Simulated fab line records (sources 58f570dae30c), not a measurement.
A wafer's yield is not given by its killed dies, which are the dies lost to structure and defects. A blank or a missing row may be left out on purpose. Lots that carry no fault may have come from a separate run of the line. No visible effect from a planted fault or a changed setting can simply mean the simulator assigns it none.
Which tool was responsible? / flow berkeleyCmos170 / 15 lots with 45 wafers sampled at 3 steps, on a route of 331 steps

WHAT EACH GAUGE READ, for each wafer
UCB170_CONTACT_CD_MEAS_15: target cd 700 nm. Usual: cdNm 699.7 nm, standard deviation 1.3.
lot=L475; measured=day 6 19:09; on=cdSem-01; cdNm (nm)=699.3 698.9 698.8; flag=
lot=L476; measured=day 6 22:36; on=cdSem-01; cdNm (nm)=701.0 701.5 700.4; flag=
lot=L473; measured=day 6 23:10; on=cdSem-02; cdNm (nm)=697.4 697.8 699.9; flag=
lot=L479; measured=day 7 16:20; on=cdSem-02; cdNm (nm)=699.7 699.8 699.9; flag=
lot=L478; measured=day 7 19:50; on=cdSem-01; cdNm (nm)=699.6 701.5 700.1; flag=
lot=L481; measured=day 8 01:32; on=cdSem-01; cdNm (nm)=700.7 701.1 700.6; flag=
lot=L486; measured=day 9 01:01; on=cdSem-01; cdNm (nm)=702.0 698.5 700.5; flag=
lot=L488; measured=day 10 01:50; on=cdSem-02; cdNm (nm)=699.4 699.3 698.5; flag=
lot=L491; measured=day 10 08:55; on=cdSem-01; cdNm (nm)=698.4 698.5 696.7; flag=
lot=L489; measured=day 10 09:07; on=cdSem-02; cdNm (nm)=699.0 699.0 700.4; flag=
lot=L494; measured=day 10 22:53; on=cdSem-01; cdNm (nm)=700.0 701.9 701.7; flag=
lot=L492; measured=day 11 03:24; on=cdSem-02; cdNm (nm)=698.6 699.6 698.4; flag=
lot=L493; measured=day 11 03:35; on=cdSem-02; cdNm (nm)=700.6 702.9 702.5; flag=
lot=L495; measured=day 11 08:50; on=cdSem-01; cdNm (nm)=698.0 700.4 699.6; flag=
lot=L496; measured=day 11 18:21; on=cdSem-02; cdNm (nm)=698.3 700.8 700.3; flag=

UCB170_M2_OVL_MEAS_16. Usual: M2_OVL gives 0 nm (standard deviation 4.4).
lot=L475; measured=day 7 10:40; on=overlay-01; M2_OVL (nm)=-3 1 2; flag=
lot=L476; measured=day 7 12:31; on=overlay-01; M2_OVL (nm)=-7 -6 -1; flag=
lot=L473; measured=day 7 13:02; on=overlay-01; M2_OVL (nm)=-1 1 1; flag=
lot=L479; measured=day 8 06:34; on=overlay-02; M2_OVL (nm)=-7 1 -4; flag=
lot=L478; measured=day 8 06:58; on=overlay-01; M2_OVL (nm)=-2 5 0; flag=
lot=L481; measured=day 8 15:43; on=overlay-02; M2_OVL (nm)=-5 1 -3; flag=
lot=L486; measured=day 9 10:14; on=overlay-01; M2_OVL (nm)=1 -4 -3; flag=
lot=L488; measured=day 10 17:19; on=overlay-02; M2_OVL (nm)=-6 1 -2; flag=
lot=L491; measured=day 10 21:48; on=overlay-01; M2_OVL (nm)=0 7 4; flag=
lot=L489; measured=day 10 21:25; on=overlay-02; M2_OVL (nm)=1 1 0; flag=
lot=L494; measured=day 11 10:44; on=overlay-02; M2_OVL (nm)=4 0 3; flag=
lot=L492; measured=day 11 15:16; on=overlay-01; M2_OVL (nm)=0 7 -1; flag=
lot=L493; measured=day 11 15:43; on=overlay-02; M2_OVL (nm)=6 3 -1; flag=
lot=L495; measured=day 11 18:01; on=overlay-01; M2_OVL (nm)=0 5 3; flag=
lot=L496; measured=day 12 07:38; on=overlay-02; M2_OVL (nm)=2 5 -1; flag=

WHICH TOOL RAN EACH LOT (tool, then ch and the chambers of the sampled wafers, then the start)
lot=L475; UCB170_CONTACT_RTA_08=rtpAnneal-02 ch 0, day 6 17:29
lot=L476; UCB170_CONTACT_RTA_08=rtpAnneal-02 ch 0, day 6 20:24
lot=L473; UCB170_CONTACT_RTA_08=rtpAnneal-02 ch 0, day 6 20:28
lot=L479; UCB170_CONTACT_RTA_08=rtpAnneal-01 ch 0, day 7 15:16
lot=L478; UCB170_CONTACT_RTA_08=rtpAnneal-01 ch 0, day 7 18:14
lot=L481; UCB170_CONTACT_RTA_08=rtpAnneal-02 ch 0, day 8 00:37
lot=L486; UCB170_CONTACT_RTA_08=rtpAnneal-01 ch 0, day 8 23:53
lot=L488; UCB170_CONTACT_RTA_08=rtpAnneal-01 ch 0, day 10 00:56
lot=L491; UCB170_CONTACT_RTA_08=rtpAnneal-02 ch 0, day 10 07:50
lot=L489; UCB170_CONTACT_RTA_08=rtpAnneal-01 ch 0, day 10 08:01
lot=L494; UCB170_CONTACT_RTA_08=rtpAnneal-02 ch 0, day 10 21:58
lot=L492; UCB170_CONTACT_RTA_08=rtpAnneal-01 ch 0, day 11 01:50
lot=L493; UCB170_CONTACT_RTA_08=rtpAnneal-02 ch 0, day 11 01:52
lot=L495; UCB170_CONTACT_RTA_08=rtpAnneal-01 ch 0, day 11 07:49
lot=L496; UCB170_CONTACT_RTA_08=rtpAnneal-02 ch 0, day 11 17:16
- UCB170_CONTACT_RTA_08: time 10 s.

WHAT THE TOOLS THEMSELVES READ (means of the sampled wafers that have a number; where no wafer has one, the mark that the record gives instead)
UCB170_CONTACT_RTA_08. Usual: lampPowerPct 22.7 %, standard deviation 0.47; wafer_temp_C_max 904.7, standard deviation 1.1.
lot=L475; tool=rtpAnneal-02; lampPowerPct (%)=23.2; wafer_temp_C_max=904.3; flag=
lot=L476; tool=rtpAnneal-02; lampPowerPct (%)=23.2; wafer_temp_C_max=905.0; flag=
lot=L473; tool=rtpAnneal-02; lampPowerPct (%)=23.2; wafer_temp_C_max=906.5; flag=
lot=L479; tool=rtpAnneal-01; lampPowerPct (%)=22.3; wafer_temp_C_max=903.8; flag=
lot=L478; tool=rtpAnneal-01; lampPowerPct (%)=22.3; wafer_temp_C_max=904.1; flag=
lot=L481; tool=rtpAnneal-02; lampPowerPct (%)=23.2; wafer_temp_C_max=905.6; flag=
lot=L486; tool=rtpAnneal-01; lampPowerPct (%)=22.2; wafer_temp_C_max=903.6; flag=
lot=L488; tool=rtpAnneal-01; lampPowerPct (%)=22.3; wafer_temp_C_max=903.5; flag=
lot=L491; tool=rtpAnneal-02; lampPowerPct (%)=23.2; wafer_temp_C_max=905.6; flag=
lot=L489; tool=rtpAnneal-01; lampPowerPct (%)=22.3; wafer_temp_C_max=904.3; flag=
lot=L494; tool=rtpAnneal-02; lampPowerPct (%)=23.2; wafer_temp_C_max=904.7; flag=
lot=L492; tool=rtpAnneal-01; lampPowerPct (%)=22.3; wafer_temp_C_max=904.2; flag=
lot=L493; tool=rtpAnneal-02; lampPowerPct (%)=23.2; wafer_temp_C_max=905.0; flag=
lot=L495; tool=rtpAnneal-01; lampPowerPct (%)=22.2; wafer_temp_C_max=903.9; flag=
lot=L496; tool=rtpAnneal-02; lampPowerPct (%)=23.2; wafer_temp_C_max=905.2; flag=

THE ANSWER, worked out from the rows above alone
Rule: a lot is off if the mean of its wafers that have a number lies more than 3 standard deviations from the usual mean. Also off: a lot with no number at a reading for which 4 or more lots have one. All remaining lots with rows at the step are treated as sound. The gauges are gone through in route order, then the tools' own readings, and for those a lot's mean is taken as printed above. The first step at which some lot is off is used, and at that step the reading that is off furthest; a lot without a number counts as furthest.
Nothing can be told from this: no lot is off at any reading shown.

WHAT WAS PUT IN BY THE SIMULATOR
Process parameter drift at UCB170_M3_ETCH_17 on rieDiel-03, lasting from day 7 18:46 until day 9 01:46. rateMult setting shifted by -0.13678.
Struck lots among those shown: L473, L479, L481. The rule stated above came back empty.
